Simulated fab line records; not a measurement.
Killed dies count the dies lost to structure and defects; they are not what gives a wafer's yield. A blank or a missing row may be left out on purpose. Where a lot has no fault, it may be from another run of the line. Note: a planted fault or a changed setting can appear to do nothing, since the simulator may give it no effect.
fab line records -- flow berkeley_cmos170 -- part 1 of 2: steps 1 to 23 of 34
[record] lots = 5, wafers = 15, last_day = 12
route steps=331 shown M1@246 V1@254 M2@271
lots that met no fault: from a run of the same line without faults
start_h: the number of hours between the record's first day and the start of the first shown wafer of the lot -- wait_h: hours from the lot's prior step to this one -- " identical to the entry in the row above -- L1.1+2: several wafers, shown together as one row -- - no value, or no start was given -- * or withheld: withheld -- < > ~ a bound
route shown NAME@n: a module of which the file shows steps, and the number in the route of the first -- usual: average and standard deviation across the fault-free wafers -- same: alike in all rows -- chamber/n: place in a boat -- sites: each site's reading -- _std_site: the standard deviation of these -- _edge_site: outer sites' mean less inner sites' -- radius_mm: for every site, how far away it sits from the centre of the wafer -- mask NAME#n: copy n -- behind: the most recent tool/chamber to have shaped the wafer -- hold: reason for holding the lot/hours on hold/outcome of the hold -- device: whichever transistor did not switch (one of n, p or np) -- end of line: tests of these same wafers at the route's end -- where a step has no rows: the recipe by itself -- killed: at the first sort, the dies lost to defects and structure; wafer yield is something else -- map: a wafer's dies, x killed, . not, _ none there
set.NAME: the setting the step ran with; set.NAME@STEP: the setting that earlier step ran with -- model.NAME: the simulator's own value behind a step, which no gauge read
lots at some steps of the route; a table a step, a row a wafer
services: when a tool's chamber went out of use (start_h, in hours from the record's first day, below 0 if earlier), for how many hours, and the reason
[[steps]]
[step UCB170_M1_DEVELOP_08]
[recipe] developer = TMAH, develop_time_s = 45, resist = KrF, dev_temp_c = 21
[usual] exhaust_pa = 45.1/0.91
lot.wafer,tool,chamber,start_h,wait_h,exhaust_pa
L078.3,litho_track-03,0,-,-,47.6
L078.4,litho_track-03,0,-,-,46.6
L078.6,litho_track-03,0,-,-,45.8
L082.2,litho_track-04,0,-,-,44.6
L082.4,litho_track-04,0,-,-,45.1
L082.6,litho_track-04,0,-,-,45.8
L084.4,litho_track-03,0,-,-,44.5
L084.5,litho_track-03,0,-,-,44.8
L084.6,litho_track-03,0,-,-,45.4
L086.1,litho_track-02,0,-,-,44.1
L086.2,litho_track-02,0,-,-,45.8
L086.5,litho_track-02,0,-,-,42.9
L092.1,litho_track-02,0,-,-,44.4
L092.4,litho_track-02,0,-,-,44.2
L092.6,litho_track-02,0,-,-,44.9
[step UCB170_M1_CD_MEAS_09]
[recipe] target_cd_nm = 700
[usual] cd_nm = 700.4/1.7
lot.wafer,tool,chamber,start_h,wait_h,cd_nm
L078.3,cd_sem-02,-,221.08,-,700.8
L078.4,cd_sem-02,-,221.08,-,700.7
L078.6,cd_sem-02,-,221.08,-,699.7
L082.2,cd_sem-01,-,227.25,-,702.7
L082.4,cd_sem-01,-,227.25,-,703.3
L082.6,cd_sem-01,-,227.25,-,702.9
L084.4,cd_sem-02,-,235.10,-,700.9
L084.5,cd_sem-02,-,235.10,-,700.3
L084.6,cd_sem-02,-,235.10,-,700.0
L086.1,cd_sem-02,-,259.07,-,700.1
L086.2,cd_sem-02,-,259.07,-,699.5
L086.5,cd_sem-02,-,259.07,-,700.2
L092.1,cd_sem-01,-,279.47,-,701.1
L092.4,cd_sem-01,-,279.47,-,699.3
L092.6,cd_sem-01,-,279.47,-,700.6
[step UCB170_M1_OVL_MEAS_10]
[usual] M1_OVL = -1/5.5
lot.wafer,tool,chamber,start_h,wait_h,M1_OVL[nm]
L078.3,overlay-02,-,221.17,0.1,2
L078.4,overlay-02,-,221.17,0.1,-6
L078.6,overlay-02,-,221.17,0.1,-3
L082.2,overlay-01,-,227.35,0.1,1
L082.4,overlay-01,-,227.35,0.1,-9
L082.6,overlay-01,-,227.35,0.1,0
L084.4,overlay-02,-,235.18,0.1,2
L084.5,overlay-02,-,235.18,0.1,11
L084.6,overlay-02,-,235.18,0.1,7
L086.1,overlay-01,-,259.19,0.1,4
L086.2,overlay-01,-,259.19,0.1,4
L086.5,overlay-01,-,259.19,0.1,6
L092.1,overlay-02,-,279.59,0.1,0
L092.4,overlay-02,-,279.59,0.1,1
L092.6,overlay-02,-,279.59,0.1,0
[step UCB170_M1_ETCH_11]
[recipe] chemistry = N2/H2, target_depth_a = withheld, overetch_a = withheld, target = BARC, time_s = withheld, source_w = 500, bias_w = 100, pressure_mtorr = 30, n2_flow_sccm = 100, h2_flow_sccm = 200
[usual] drypump_motor_current_A = 5.6/0.59, oes_product_au = 1.010/0.017, rf_fwd_power_W = 494.4/1.9, throttle_valve_pct = 13.33/0.1
lot.wafer,tool,chamber,start_h,wait_h,drypump_motor_current_A,oes_product_au,rf_fwd_power_W,throttle_valve_pct
L078.3,rie_diel-04,3,221.19,0.0,5.2,0.987,494.0,13.34
L078.4,rie_diel-04,0,221.19,0.0,6.6,1.030,493.3,13.26
L078.6,rie_diel-04,2,221.19,0.0,5.0,0.996,498.5,13.36
L082.2,rie_diel-01,1,227.38,0.0,5.1,1.023,491.4,13.11
L082.4,rie_diel-01,3,227.38,0.0,5.7,1.021,493.3,13.50
L082.6,rie_diel-01,2,227.38,0.0,6.0,0.988,495.3,13.36
L084.4,rie_diel-04,1,235.19,0.0,5.3,1.014,493.1,13.27
L084.5,rie_diel-04,3,235.19,0.0,5.2,0.990,492.4,13.34
L084.6,rie_diel-04,0,235.19,0.0,6.6,1.028,494.9,13.24
L086.1,rie_diel-04,0,259.23,0.0,6.6,1.037,492.8,13.25
L086.2,rie_diel-04,3,259.23,0.0,5.2,0.991,493.1,13.33
L086.5,rie_diel-04,3,259.23,0.0,5.2,0.997,492.5,13.33
L092.1,rie_diel-04,1,279.63,0.0,5.3,1.025,494.4,13.27
L092.4,rie_diel-04,0,279.63,0.0,6.6,1.027,493.9,13.25
L092.6,rie_diel-04,3,279.63,0.0,5.2,0.984,493.5,13.33
[step UCB170_M1_METAL_ETCH_12]
[recipe] chemistry = Cl2/BCl3, target = Al, stop_on = PSG, pressure_mtorr = 12, target_depth_a = 7800, over_etch_frac = 0.3, time_s = 130, icp_w = 600, bias_w = 120, Cl2_flow_sccm = 90, bcl3_flow_sccm = 45
[usual] drypump_motor_current_A = 5.5/0.4, oes_product_au = 0.850/0.014, rf_fwd_power_W = 597.6/1.7, throttle_valve_pct = 24.33/0.3
lot.wafer,tool,chamber,start_h,wait_h,drypump_motor_current_A,oes_product_au,rf_fwd_power_W,rf_hours_counter_h,throttle_valve_pct
L078.3,rie_metal-01,0,221.28,-,6.1,0.856,596.3,-,24.12
L078.4,rie_metal-01,1,221.28,-,5.2,0.848,601.3,-,24.47
L078.6,rie_metal-01,0,221.28,-,6.1,0.875,597.6,-,24.13
L082.2,rie_metal-04,1,227.43,-,5.4,0.830,596.1,15,24.60
L082.4,rie_metal-04,1,227.43,-,5.4,0.832,595.8,-,24.60
L082.6,rie_metal-04,0,227.43,-,6.0,0.847,595.8,-,24.72
L084.4,rie_metal-04,1,235.28,-,5.5,0.816,597.9,-,24.61
L084.5,rie_metal-04,1,235.28,-,5.5,0.820,597.2,-,24.60
L084.6,rie_metal-04,0,235.28,-,5.9,0.849,596.8,-,24.71
L086.1,rie_metal-01,1,259.27,-,5.1,0.832,597.4,6,24.47
L086.2,rie_metal-01,0,259.27,-,6.1,0.866,599.5,7,24.11
L086.5,rie_metal-01,1,259.27,-,5.2,0.843,598.7,-,24.47
L092.1,rie_metal-03,0,279.67,-,5.6,0.872,597.8,3,23.88
L092.4,rie_metal-03,0,279.67,-,5.6,0.858,599.3,-,23.90
L092.6,rie_metal-03,1,279.67,-,4.9,0.859,598.1,-,24.18
[step UCB170_M1_STRIP_13]
[recipe] chemistry = O2, power_w = 400, pressure_mtorr = 3500, platen_temp_c = withheld, o2_flow_sccm = 400, overash_fraction = 0.5
[usual] drypump_motor_current_A = 5.6/0.42, oes_product_au = 0.721/0.0044
lot.wafer,tool,chamber,start_h,wait_h,drypump_motor_current_A,oes_product_au,rf_hours_counter_h
L078.3,plasma_asher-04,1,221.40,0.1,5.1,0.714,-
L078.4,plasma_asher-04,0,221.40,0.1,5.7,0.715,-
L078.6,plasma_asher-04,0,221.40,0.1,5.7,0.714,-
L082.2,plasma_asher-04,0,227.56,0.1,5.7,0.721,42
L082.4,plasma_asher-04,0,227.56,0.1,5.6,0.721,-
L082.6,plasma_asher-04,0,227.56,0.1,5.7,0.718,-
L084.4,plasma_asher-03,1,235.40,0.1,5.6,0.717,-
L084.5,plasma_asher-03,0,235.40,0.1,6.0,0.729,-
L084.6,plasma_asher-03,1,235.40,0.1,5.6,0.722,-
L086.1,plasma_asher-03,1,259.40,0.1,5.7,0.725,48
L086.2,plasma_asher-03,0,259.40,0.1,6.0,0.724,48
L086.5,plasma_asher-03,1,259.40,0.1,5.6,0.720,-
L092.1,plasma_asher-03,1,279.80,0.1,5.6,0.723,51
L092.4,plasma_asher-03,0,279.80,0.1,6.0,0.718,-
L092.6,plasma_asher-03,0,279.80,0.1,6.0,0.721,-
[step UCB170_M1_CD_MEAS_90]
[recipe] target_cd_nm = 700
[usual] cd_nm = 701.0/2.5
lot.wafer,tool,chamber,start_h,wait_h,cd_nm
L078.3,cd_sem-02,-,221.51,0.1,699.3
L078.4,cd_sem-02,-,221.51,0.1,700.1
L078.6,cd_sem-02,-,221.51,0.1,698.6
L082.2,cd_sem-02,-,227.71,0.1,700.7
L082.4,cd_sem-02,-,227.71,0.1,703.0
L082.6,cd_sem-02,-,227.71,0.1,702.9
L084.4,cd_sem-02,-,235.53,0.1,702.1
L084.5,cd_sem-02,-,235.53,0.1,702.0
L084.6,cd_sem-02,-,235.53,0.1,700.8
L086.1,cd_sem-01,-,259.50,0.1,698.9
L086.2,cd_sem-01,-,259.50,0.1,697.5
L086.5,cd_sem-01,-,259.50,0.1,701.4
L092.1,cd_sem-02,-,279.90,0.1,700.8
L092.4,cd_sem-02,-,279.90,0.1,698.2
L092.6,cd_sem-02,-,279.90,0.1,701.6
[step UCB170_M1_ANNEAL_14]
[recipe] temp_c = 400, time_s = 1200, ambient = forming_gas
[usual] zone_power_load_pct = 5.55/0.051
lot.wafer,tool,chamber,start_h,wait_h,zone_power_load_pct
L078.3,furnace-03,0,233.44,11.9,5.44
L078.4,furnace-03,0,233.44,11.9,5.53
L078.6,furnace-03,0,233.44,11.9,5.57
L082.2,furnace-03,0,233.44,5.7,5.64
L082.4,furnace-03,0,233.44,5.7,5.44
L082.6,furnace-03,0,233.44,5.7,5.49
L084.4,furnace-03,0,236.67,1.1,5.52
L084.5,furnace-03,0,236.67,1.1,5.54
L084.6,furnace-03,0,236.67,1.1,5.56
L086.1,furnace-03,0,260.04,0.5,5.55
L086.2,furnace-03,0,260.04,0.5,5.45
L086.5,furnace-03,0,260.04,0.5,5.61
L092.1,furnace-03,0,280.02,0.1,5.47
L092.4,furnace-03,0,280.02,0.1,5.56
L092.6,furnace-03,0,280.02,0.1,5.55
[step UCB170_V1_CVD_00]
[recipe] material = SiO2, target_thk_nm = 2000, temp_c = 390, precursor = TEOS/O2, time_s = 250, rf_w = 550, pressure_mtorr = 9000
[usual] heater_power_w = 275/60, rf_fwd_power_W = 548.5/1.6
lot.wafer,tool,chamber,start_h,wait_h,heater_power_w,rf_fwd_power_W
L078.3,pecvd-01,2,234.78,0.0,300,546.8
L078.4,pecvd-01,1,234.78,0.0,281,549.7
L078.6,pecvd-01,0,234.78,0.0,339,548.2
L082.2,pecvd-03,0,234.93,0.2,153,548.4
L082.4,pecvd-03,0,234.93,0.2,217,551.6
L082.6,pecvd-03,1,234.93,0.2,224,548.4
L084.4,pecvd-01,2,238.08,0.1,273,549.1
L084.5,pecvd-01,0,238.08,0.1,248,548.5
L084.6,pecvd-01,1,238.08,0.1,264,550.7
L086.1,pecvd-01,0,261.37,0.0,322,549.1
L086.2,pecvd-01,1,261.37,0.0,260,549.2
L086.5,pecvd-01,1,261.37,0.0,191,547.1
L092.1,pecvd-03,1,281.36,0.0,269,547.5
L092.4,pecvd-03,1,281.36,0.0,225,546.6
L092.6,pecvd-03,2,281.36,0.0,226,549.3
[step UCB170_V1_THK_MEAS_01]
[recipe] reads = SiO2_of_V1_CVD_00
[usual] V1_TEOS_THK = 1992/31
lot.wafer,tool,chamber,start_h,wait_h,V1_TEOS_THK[nm]
L078.3,film_metro-01,-,234.95,0.1,1994
L078.4,film_metro-01,-,234.95,0.1,1988
L078.6,film_metro-01,-,234.95,0.1,2032
L082.2,film_metro-01,-,235.10,0.1,1937
L082.4,film_metro-01,-,235.10,0.1,1972
L082.6,film_metro-01,-,235.10,0.1,1981
L084.4,film_metro-01,-,238.18,0.0,2046
L084.5,film_metro-01,-,238.18,0.0,2063
L084.6,film_metro-01,-,238.18,0.0,2024
L086.1,film_metro-02,-,261.53,0.1,1985
L086.2,film_metro-02,-,261.53,0.1,1966
L086.5,film_metro-02,-,261.53,0.1,2009
L092.1,film_metro-04,-,281.51,0.1,1969
L092.4,film_metro-04,-,281.51,0.1,2031
L092.6,film_metro-04,-,281.51,0.1,2008
[step UCB170_V1_CMP_02]
[recipe] material = SiO2, down_force_psi = 6, platen_rpm = 60, pad_velocity_m_s = 0.75398
[usual] motor_current_A = 16.9/1.3, slurry_filter_dp_kPa = 13.52/0.14, slurry_flow_ml_min = 149.9/0.45
lot.wafer,tool,chamber,start_h,wait_h,motor_current_A,slurry_filter_dp_kPa,slurry_flow_ml_min
L078.4,cmp-01,1,236.71,1.7,17.6,13.49,149.5
L078.3,cmp-01,3,236.71,1.7,16.1,13.59,149.9
L078.6,cmp-01,0,236.71,1.7,15.3,13.45,150.0
L082.4,cmp-02,0,236.73,1.6,19.5,13.40,149.7
L082.2,cmp-02,3,236.73,1.6,17.8,13.56,149.5
L082.6,cmp-02,0,236.73,1.6,19.9,13.57,149.9
L084.4,cmp-02,0,238.36,0.2,19.1,13.40,150.1
L084.6,cmp-02,1,238.36,0.2,16.0,13.57,149.3
L084.5,cmp-02,2,238.36,0.2,16.6,13.30,150.1
L086.1,cmp-01,0,261.59,0.1,14.6,13.55,149.7
L086.2,cmp-01,3,261.59,0.1,16.5,13.57,150.7
L086.5,cmp-01,1,261.59,0.1,17.6,13.52,150.1
L092.4,cmp-02,0,281.67,0.1,19.2,13.87,149.8
L092.1,cmp-02,1,281.67,0.1,15.8,13.53,149.6
L092.6,cmp-02,2,281.67,0.1,15.7,13.62,150.6
[step UCB170_V1_BOW_MEAS_03]
[recipe] mode = bow
[usual] V1_BOW = 19/6.7
lot.wafer,tool,chamber,start_h,wait_h,V1_BOW[um]
L078.3,film_metro-02,-,237.00,0.1,20
L078.4,film_metro-02,-,237.00,0.1,28
L078.6,film_metro-02,-,237.00,0.1,28
L082.2,film_metro-01,-,237.05,0.1,22
L082.4,film_metro-01,-,237.05,0.1,6
L082.6,film_metro-01,-,237.05,0.1,8
L084.4,film_metro-04,-,238.57,0.2,20
L084.5,film_metro-04,-,238.57,0.2,14
L084.6,film_metro-04,-,238.57,0.2,8
L086.1,film_metro-01,-,261.89,0.2,19
L086.2,film_metro-01,-,261.89,0.2,22
L086.5,film_metro-01,-,261.89,0.2,24
L092.1,film_metro-04,-,281.87,0.1,14
L092.4,film_metro-04,-,281.87,0.1,22
L092.6,film_metro-04,-,281.87,0.1,20
[step UCB170_V1_THK_MEAS_04]
[recipe] reads = SiO2_of_V1_CVD_00
[usual] V1_POLISHED_THK = 999.8/1.3
lot.wafer,tool,chamber,start_h,wait_h,V1_POLISHED_THK[nm]
L078.3,film_metro-02,-,237.10,0.1,999.9
L078.4,film_metro-02,-,237.10,0.1,997.6
L078.6,film_metro-02,-,237.10,0.1,999.1
L082.2,film_metro-01,-,237.16,0.1,1000.3
L082.4,film_metro-01,-,237.16,0.1,998.3
L082.6,film_metro-01,-,237.16,0.1,999.3
L084.4,film_metro-04,-,238.66,0.1,999.3
L084.5,film_metro-04,-,238.66,0.1,1000.1
L084.6,film_metro-04,-,238.66,0.1,999.6
L086.1,film_metro-01,-,262.01,0.1,1000.3
L086.2,film_metro-01,-,262.01,0.1,999.6
L086.5,film_metro-01,-,262.01,0.1,999.2
L092.1,film_metro-04,-,281.99,0.1,1000.3
L092.4,film_metro-04,-,281.99,0.1,998.4
L092.6,film_metro-04,-,281.99,0.1,1000.4
[step UCB170_V1_CLEAN_05]
[recipe] chemistry = DIW
lot.wafer,tool,chamber,start_h,wait_h
L078.3+4+6,wet_bench-03,2,237.14,0.0
L082.2+4+6,wet_bench-02,2,237.21,0.0
L084.4+5+6,wet_bench-03,3,242.32,3.6
L086.1+2+5,wet_bench-04,1,262.88,0.9
L092.1+4+6,wet_bench-03,1,282.05,0.1
[step UCB170_V1_HMDS_06]
[recipe] prime_time_s = 60, prime_temp_c = 100
[usual] exhaust_pa = 45.1/0.96
[same] prime_time_s = 60
lot.wafer,tool,chamber,start_h,wait_h,exhaust_pa
L078.3,litho_track-01,0,237.36,0.1,44.5
L078.4,litho_track-01,0,237.36,0.1,44.4
L078.6,litho_track-01,0,237.36,0.1,45.7
L082.2,litho_track-03,0,237.60,0.2,45.9
L082.4,litho_track-03,0,237.60,0.2,45.4
L082.6,litho_track-03,0,237.60,0.2,45.9
L084.4,litho_track-02,0,242.57,0.1,45.0
L084.5,litho_track-02,0,242.57,0.1,45.7
L084.6,litho_track-02,0,242.57,0.1,43.9
L086.1,litho_track-03,0,263.46,0.4,44.8
L086.2,litho_track-03,0,263.46,0.4,44.7
L086.5,litho_track-03,0,263.46,0.4,44.0
L092.1,litho_track-03,0,282.24,0.0,43.5
L092.4,litho_track-03,0,282.24,0.0,44.0
L092.6,litho_track-03,0,282.24,0.0,46.1
[step UCB170_V1_COAT_07]
[recipe] resist = KrF, spin_rpm = 1500, resist_thk_nm = 900
[usual] exhaust_pa = 44.8/1
lot.wafer,tool,chamber,start_h,wait_h,exhaust_pa
L078.3,litho_track-01,0,237.51,0.1,44.0
L078.4,litho_track-01,0,237.51,0.1,44.4
L078.6,litho_track-01,0,237.51,0.1,43.5
L082.2,litho_track-03,0,237.75,0.1,44.8
L082.4,litho_track-03,0,237.75,0.1,44.9
L082.6,litho_track-03,0,237.75,0.1,44.3
L084.4,litho_track-02,0,242.72,0.1,45.0
L084.5,litho_track-02,0,242.72,0.1,44.0
L084.6,litho_track-02,0,242.72,0.1,45.7
L086.1,litho_track-03,0,263.61,0.1,45.6
L086.2,litho_track-03,0,263.61,0.1,43.1
L086.5,litho_track-03,0,263.61,0.1,45.8
L092.1,litho_track-03,0,282.39,0.1,45.9
L092.4,litho_track-03,0,282.39,0.1,44.5
L092.6,litho_track-03,0,282.39,0.1,43.2
[step UCB170_V1_SOFTBAKE_08]
[recipe] resist = KrF, temp_c = 130, time_s = 60
[usual] exhaust_pa = 44.9/0.97
lot.wafer,tool,chamber,start_h,wait_h,exhaust_pa
L078.3,litho_track-01,0,237.66,0.1,45.6
L078.4,litho_track-01,0,237.66,0.1,45.2
L078.6,litho_track-01,0,237.66,0.1,45.0
L082.2,litho_track-03,0,237.90,0.1,44.2
L082.4,litho_track-03,0,237.90,0.1,44.2
L082.6,litho_track-03,0,237.90,0.1,43.8
L084.4,litho_track-02,0,242.87,0.1,46.3
L084.5,litho_track-02,0,242.87,0.1,46.0
L084.6,litho_track-02,0,242.87,0.1,44.8
L086.1,litho_track-03,0,263.76,0.1,45.0
L086.2,litho_track-03,0,263.76,0.1,43.4
L086.5,litho_track-03,0,263.76,0.1,44.8
L092.1,litho_track-03,0,282.54,0.1,46.3
L092.4,litho_track-03,0,282.54,0.1,48.5
L092.6,litho_track-03,0,282.54,0.1,46.4
[step UCB170_V1_EXPOSE_09]
[recipe] mask_id = VIA1, target_cd_nm = 700, na = 0.5, sigma_outer = 0.6, source_shape = conventional, dose_mj = 37
[usual] reticle_temp_C = 22.99/0.11
lot.wafer,tool,chamber,start_h,wait_h,mask,reticle_temp_C
L078.3,krf_scanner-01,0,237.98,0.3,VIA1#0,23.01
L078.4,krf_scanner-01,0,237.98,0.3,VIA1#0,22.85
L078.6,krf_scanner-01,0,237.98,0.3,VIA1#0,22.89
L082.2,krf_scanner-02,0,238.20,0.3,VIA1#0,22.94
L082.4,krf_scanner-02,0,238.20,0.3,VIA1#0,22.75
L082.6,krf_scanner-02,0,238.20,0.3,VIA1#0,22.91
L084.4,krf_scanner-01,0,243.13,0.2,VIA1#0,23.07
L084.5,krf_scanner-01,0,243.13,0.2,VIA1#0,22.93
L084.6,krf_scanner-01,0,243.13,0.2,VIA1#0,22.99
L086.1,krf_scanner-01,0,263.91,0.1,VIA1#0,22.85
L086.2,krf_scanner-01,0,263.91,0.1,VIA1#0,23.07
L086.5,krf_scanner-01,0,263.91,0.1,VIA1#0,23.05
L092.1,krf_scanner-02,0,282.69,0.1,VIA1#0,22.99
L092.4,krf_scanner-02,0,282.69,0.1,VIA1#0,22.98
L092.6,krf_scanner-02,0,282.69,0.1,VIA1#0,22.79
[step UCB170_V1_PEB_10]
[recipe] peb_temp_c = 130, peb_time_s = withheld, resist = KrF
[usual] exhaust_pa = 45.0/0.89
lot.wafer,tool,chamber,start_h,wait_h,exhaust_pa
L078.3,litho_track-01,0,238.54,0.5,44.8
L078.4,litho_track-01,0,238.54,0.5,45.1
L078.6,litho_track-01,0,238.54,0.5,44.9
L082.2,litho_track-01,0,238.79,0.6,44.5
L082.4,litho_track-01,0,238.79,0.6,46.7
L082.6,litho_track-01,0,238.79,0.6,44.8
L084.4,litho_track-03,0,243.65,0.5,45.2
L084.5,litho_track-03,0,243.65,0.5,44.5
L084.6,litho_track-03,0,243.65,0.5,45.0
L086.1,litho_track-02,0,264.03,0.1,45.7
L086.2,litho_track-02,0,264.03,0.1,46.1
L086.5,litho_track-02,0,264.03,0.1,44.4
L092.1,litho_track-01,0,283.01,0.3,44.2
L092.4,litho_track-01,0,283.01,0.3,44.8
L092.6,litho_track-01,0,283.01,0.3,45.2
[step UCB170_V1_DEVELOP_11]
[recipe] developer = TMAH, develop_time_s = 45, resist = KrF, dev_temp_c = 21
[usual] exhaust_pa = 45.1/0.87
lot.wafer,tool,chamber,start_h,wait_h,exhaust_pa
L078.3,litho_track-01,0,-,-,44.7
L078.4,litho_track-01,0,-,-,45.4
L078.6,litho_track-01,0,-,-,45.6
L082.2,litho_track-01,0,-,-,44.4
L082.4,litho_track-01,0,-,-,44.1
L082.6,litho_track-01,0,-,-,43.5
L084.4,litho_track-03,0,-,-,44.9
L084.5,litho_track-03,0,-,-,46.4
L084.6,litho_track-03,0,-,-,45.7
L086.1,litho_track-02,0,-,-,44.1
L086.2,litho_track-02,0,-,-,43.7
L086.5,litho_track-02,0,-,-,43.5
L092.1,litho_track-01,0,-,-,44.9
L092.4,litho_track-01,0,-,-,44.4
L092.6,litho_track-01,0,-,-,45.3
[step UCB170_V1_CD_MEAS_12]
[recipe] target_cd_nm = 700
[usual] cd_nm = 699.9/1.5
lot.wafer,tool,chamber,start_h,wait_h,cd_nm
L078.3,cd_sem-02,-,238.80,-,702.1
L078.4,cd_sem-02,-,238.80,-,700.4
L078.6,cd_sem-02,-,238.80,-,701.1
L082.2,cd_sem-02,-,239.06,-,698.4
L082.4,cd_sem-02,-,239.06,-,698.9
L082.6,cd_sem-02,-,239.06,-,699.8
L084.4,cd_sem-01,-,243.91,-,699.4
L084.5,cd_sem-01,-,243.91,-,699.2
L084.6,cd_sem-01,-,243.91,-,698.8
L086.1,cd_sem-02,-,264.30,-,700.2
L086.2,cd_sem-02,-,264.30,-,700.6
L086.5,cd_sem-02,-,264.30,-,700.3
L092.1,cd_sem-01,-,283.29,-,699.0
L092.4,cd_sem-01,-,283.29,-,697.9
L092.6,cd_sem-01,-,283.29,-,698.2
[step UCB170_V1_OVL_MEAS_13]
[usual] V1_OVL = -3/6.2
lot.wafer,tool,chamber,start_h,wait_h,V1_OVL[nm]
L078.3,overlay-01,-,238.90,0.1,-9
L078.4,overlay-01,-,238.90,0.1,-6
L078.6,overlay-01,-,238.90,0.1,-4
L082.2,overlay-02,-,239.16,0.1,-2
L082.4,overlay-02,-,239.16,0.1,2
L082.6,overlay-02,-,239.16,0.1,2
L084.4,overlay-02,-,243.99,0.1,-10
L084.5,overlay-02,-,243.99,0.1,-2
L084.6,overlay-02,-,243.99,0.1,-7
L086.1,overlay-02,-,264.42,0.1,-4
L086.2,overlay-02,-,264.42,0.1,-3
L086.5,overlay-02,-,264.42,0.1,4
L092.1,overlay-02,-,283.41,0.1,1
L092.4,overlay-02,-,283.41,0.1,1
L092.6,overlay-02,-,283.41,0.1,-5
[step UCB170_V1_ETCH_14]
[recipe] chemistry = CHF3/CF4/Ar, target = SiO2, stop_on = Al, CHF3_flow_sccm = 45, cf4_flow_sccm = 15, Ar_flow_sccm = 150, pressure_mtorr = 200, rf_w = 685.4, target_depth_a = 12500, over_etch_frac = 0.25, time_s = 291
[usual] drypump_motor_current_A = 5.7/0.55, oes_product_au = 0.884/0.0098, rf_fwd_power_W = 683.6/2.1, throttle_valve_pct = 6.99/0.067
lot.wafer,tool,chamber,start_h,wait_h,drypump_motor_current_A,oes_product_au,rf_fwd_power_W,rf_hours_counter_h,throttle_valve_pct
L078.3,rie_diel-03,0,238.92,0.0,6.8,0.877,686.5,66,7.03
L078.4,rie_diel-03,2,238.92,0.0,6.0,0.891,681.8,27,6.96
L078.6,rie_diel-03,3,238.92,0.0,5.1,0.879,687.4,-,7.00
L082.2,rie_diel-04,3,239.19,0.0,5.2,0.872,681.0,119,6.99
L082.4,rie_diel-04,0,239.19,0.0,6.6,0.899,685.1,1,6.94
L082.6,rie_diel-04,0,239.19,0.0,6.6,0.895,683.6,-,6.95
L084.4,rie_diel-03,3,244.00,0.0,5.1,0.885,684.8,96,6.97
L084.5,rie_diel-03,0,244.00,0.0,6.8,0.877,685.2,-,7.01
L084.6,rie_diel-03,3,244.00,0.0,5.1,0.895,682.5,-,6.99
L086.1,rie_diel-02,3,264.46,0.0,5.6,0.878,686.6,12,7.07
L086.2,rie_diel-02,0,264.46,0.0,5.8,0.877,685.0,8,7.01
L086.5,rie_diel-02,2,264.46,0.0,5.8,0.865,683.1,-,7.11
L092.1,rie_diel-03,0,283.44,0.0,6.7,0.871,681.0,68,7.03
L092.4,rie_diel-03,2,283.44,0.0,5.9,0.890,681.9,29,6.95
L092.6,rie_diel-03,2,283.44,0.0,6.0,0.896,683.1,-,6.96
